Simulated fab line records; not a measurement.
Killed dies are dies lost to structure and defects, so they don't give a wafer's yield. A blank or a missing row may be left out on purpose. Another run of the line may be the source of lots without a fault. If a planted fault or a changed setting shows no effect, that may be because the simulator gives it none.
Split-lot experiment :: flow berkeley-cmos170 :: route with 331 steps; 5 lots, 23 wafers read

ABOUT THE SPLIT
At UCB170_PSD_COAT_01 (resist thk 900 nm), the setting resist-thk-nm was moved away from the recipe's 900 nm on 5 of the 23 wafers read, by -3.8% to -1.9%. The other wafers ran this setting at the recipe's value.

The reading comes from the split's own step.

THE READING
KrF_of_PSD_COAT_01.thk-nm (the simulator's own value, which no gauge read), in nm, at UCB170_PSD_COAT_01 (resist thk 900 nm). The file gives no usual value for it. Here, 18 wafers ran the recipe; their average is 900.5 nm with a standard deviation of 1.5 nm.

wafer: L075.1
tool, chamber at the split: litho-track-03, 0
resist-thk-nm as run, nm: 900
against the recipe: recipe
KrF_of_PSD_COAT_01.thk-nm, nm: 899.3
against lot-mates on the recipe: -

wafer: L075.3
tool, chamber at the split: litho-track-03, 0
resist-thk-nm as run, nm: 900
against the recipe: recipe
KrF_of_PSD_COAT_01.thk-nm, nm: 901.1
against lot-mates on the recipe: -

wafer: L075.4
tool, chamber at the split: litho-track-03, 0
resist-thk-nm as run, nm: 900
against the recipe: recipe
KrF_of_PSD_COAT_01.thk-nm, nm: 900.7
against lot-mates on the recipe: -

wafer: L075.5
tool, chamber at the split: litho-track-03, 0
resist-thk-nm as run, nm: 900
against the recipe: recipe
KrF_of_PSD_COAT_01.thk-nm, nm: 900.9
against lot-mates on the recipe: -

wafer: L075.6
tool, chamber at the split: litho-track-03, 0
resist-thk-nm as run, nm: 900
against the recipe: recipe
KrF_of_PSD_COAT_01.thk-nm, nm: 900.9
against lot-mates on the recipe: -

wafer: L076.2
tool, chamber at the split: litho-track-04, 0
resist-thk-nm as run, nm: 865.7
against the recipe: -3.8%
KrF_of_PSD_COAT_01.thk-nm, nm: 864.6
against lot-mates on the recipe: -37.6

wafer: L076.3
tool, chamber at the split: litho-track-04, 0
resist-thk-nm as run, nm: 865.7
against the recipe: -3.8%
KrF_of_PSD_COAT_01.thk-nm, nm: 866.7
against lot-mates on the recipe: -35.5

wafer: L076.4
tool, chamber at the split: litho-track-04, 0
resist-thk-nm as run, nm: 865.7
against the recipe: -3.8%
KrF_of_PSD_COAT_01.thk-nm, nm: 866.2
against lot-mates on the recipe: -36.0

wafer: L076.5
tool, chamber at the split: litho-track-04, 0
resist-thk-nm as run, nm: 900
against the recipe: recipe
KrF_of_PSD_COAT_01.thk-nm, nm: 902.2
against lot-mates on the recipe: -

wafer: L076.6
tool, chamber at the split: litho-track-04, 0
resist-thk-nm as run, nm: 900
against the recipe: recipe
KrF_of_PSD_COAT_01.thk-nm, nm: 902.2
against lot-mates on the recipe: -

wafer: L082.2
tool, chamber at the split: litho-track-02, 0
resist-thk-nm as run, nm: 900
against the recipe: recipe
KrF_of_PSD_COAT_01.thk-nm, nm: 899.1
against lot-mates on the recipe: -

wafer: L082.4
tool, chamber at the split: litho-track-02, 0
resist-thk-nm as run, nm: 900
against the recipe: recipe
KrF_of_PSD_COAT_01.thk-nm, nm: 900.3
against lot-mates on the recipe: -

wafer: L082.5
tool, chamber at the split: litho-track-02, 0
resist-thk-nm as run, nm: 900
against the recipe: recipe
KrF_of_PSD_COAT_01.thk-nm, nm: 900.9
against lot-mates on the recipe: -

wafer: L084.2
tool, chamber at the split: litho-track-03, 0
resist-thk-nm as run, nm: 900
against the recipe: recipe
KrF_of_PSD_COAT_01.thk-nm, nm: 897.2
against lot-mates on the recipe: -

wafer: L084.3
tool, chamber at the split: litho-track-03, 0
resist-thk-nm as run, nm: 900
against the recipe: recipe
KrF_of_PSD_COAT_01.thk-nm, nm: 903.8
against lot-mates on the recipe: -

wafer: L084.4
tool, chamber at the split: litho-track-03, 0
resist-thk-nm as run, nm: 900
against the recipe: recipe
KrF_of_PSD_COAT_01.thk-nm, nm: 902
against lot-mates on the recipe: -

wafer: L084.5
tool, chamber at the split: litho-track-03, 0
resist-thk-nm as run, nm: 900
against the recipe: recipe
KrF_of_PSD_COAT_01.thk-nm, nm: 898.6
against lot-mates on the recipe: -

wafer: L084.6
tool, chamber at the split: litho-track-03, 0
resist-thk-nm as run, nm: 900
against the recipe: recipe
KrF_of_PSD_COAT_01.thk-nm, nm: 899.9
against lot-mates on the recipe: -

wafer: L083.1
tool, chamber at the split: litho-track-02, 0
resist-thk-nm as run, nm: 882.9
against the recipe: -1.9%
KrF_of_PSD_COAT_01.thk-nm, nm: 882.1
against lot-mates on the recipe: -18.1

wafer: L083.2
tool, chamber at the split: litho-track-02, 0
resist-thk-nm as run, nm: 900
against the recipe: recipe
KrF_of_PSD_COAT_01.thk-nm, nm: 901.6
against lot-mates on the recipe: -

wafer: L083.3
tool, chamber at the split: litho-track-02, 0
resist-thk-nm as run, nm: 900
against the recipe: recipe
KrF_of_PSD_COAT_01.thk-nm, nm: 899.2
against lot-mates on the recipe: -

wafer: L083.4
tool, chamber at the split: litho-track-02, 0
resist-thk-nm as run, nm: 882.9
against the recipe: -1.9%
KrF_of_PSD_COAT_01.thk-nm, nm: 882.5
against lot-mates on the recipe: -17.7

wafer: L083.6
tool, chamber at the split: litho-track-02, 0
resist-thk-nm as run, nm: 900
against the recipe: recipe
KrF_of_PSD_COAT_01.thk-nm, nm: 899.7
against lot-mates on the recipe: -

THE FIT
A straight line over all 23 wafers: KrF_of_PSD_COAT_01.thk-nm changes by +9.16 nm for each +1% of resist-thk-nm; r = +0.99; the points scatter about the line by 1.5 nm.
The same after taking each lot's own level away (the mean of its wafers on the recipe; 23 wafers): +9.53 nm for each +1%; r = +0.99; scatter 1.3 nm.
On that fit, the largest move of resist-thk-nm shifts the reading by 36 nm.
The span of the lots' own levels, 900.10 to 902.20 nm, comes to 1.4 times the standard deviation stated above.
The two slopes agree, so the slope changes little with the lot-to-lot level.
Check: with one of the wafers moved furthest among these (-3.8%) left out of the fit, the line predicts -35.8 nm for it against its lot-mates. Against them it came out at -37.6 nm.

THESE WAFERS: OTHER SPLITS
Before the reading, these wafers also passed through other splits. Each is held against what the fit with the lots' levels taken away leaves over:
other split on the same wafers: UCB170_NWELL_OXIDATION_01 temp-c
wafers away from the commonest value: 18
r with KrF_of_PSD_COAT_01.thk-nm (lot level and that fit taken away): +0.02

other split on the same wafers: UCB170_PWELL_PEB_11 peb-temp-c
wafers away from the commonest value: 8
r with KrF_of_PSD_COAT_01.thk-nm (lot level and that fit taken away): +0.04

other split on the same wafers: UCB170_PWELL_ETCH_14 rf-w
wafers away from the commonest value: 10
r with KrF_of_PSD_COAT_01.thk-nm (lot level and that fit taken away): +0.19

other split on the same wafers: UCB170_ACTIVE_COAT_08 resist-thk-nm
wafers away from the commonest value: 7
r with KrF_of_PSD_COAT_01.thk-nm (lot level and that fit taken away): -0.29

other split on the same wafers: UCB170_ACTIVE_EXPOSE_10 dose-mj
wafers away from the commonest value: 2
r with KrF_of_PSD_COAT_01.thk-nm (lot level and that fit taken away): -0.05

other split on the same wafers: UCB170_NVT_COAT_01 resist-thk-nm
wafers away from the commonest value: 10
r with KrF_of_PSD_COAT_01.thk-nm (lot level and that fit taken away): -0.27

other split on the same wafers: UCB170_NVT_DEVELOP_05 develop-time-s
wafers away from the commonest value: 7
r with KrF_of_PSD_COAT_01.thk-nm (lot level and that fit taken away): -0.06

other split on the same wafers: UCB170_PVT_COAT_01 resist-thk-nm
wafers away from the commonest value: 10
r with KrF_of_PSD_COAT_01.thk-nm (lot level and that fit taken away): +0.39

other split on the same wafers: UCB170_PVT_DEVELOP_05 dev-temp-c
wafers away from the commonest value: 8
r with KrF_of_PSD_COAT_01.thk-nm (lot level and that fit taken away): -0.03

other split on the same wafers: UCB170_SPACER_CVD_00 rf-w
wafers away from the commonest value: 7
r with KrF_of_PSD_COAT_01.thk-nm (lot level and that fit taken away): -0.18

THE WHOLE CHAIN: every reading that the file lists as answering this split, in the file's order
step: UCB170_PSD_COAT_01
what it does: resist thk 900 nm
reading: KrF_of_PSD_COAT_01.thk-nm (the simulator's own value, which no gauge read)
change (the file's fit): +9.51 nm for each +1% of the setting
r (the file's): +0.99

step: UCB170_PSD_STRIP_09
what it does: strips in O2
reading: strip-time-to-endpoint-s
change (the file's fit): withheld for each +1% of the setting
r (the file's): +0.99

THE FILE'S OWN FIT
KrF_of_PSD_COAT_01.thk-nm changes by +9.51 nm for each +1% of resist-thk-nm, r = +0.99.
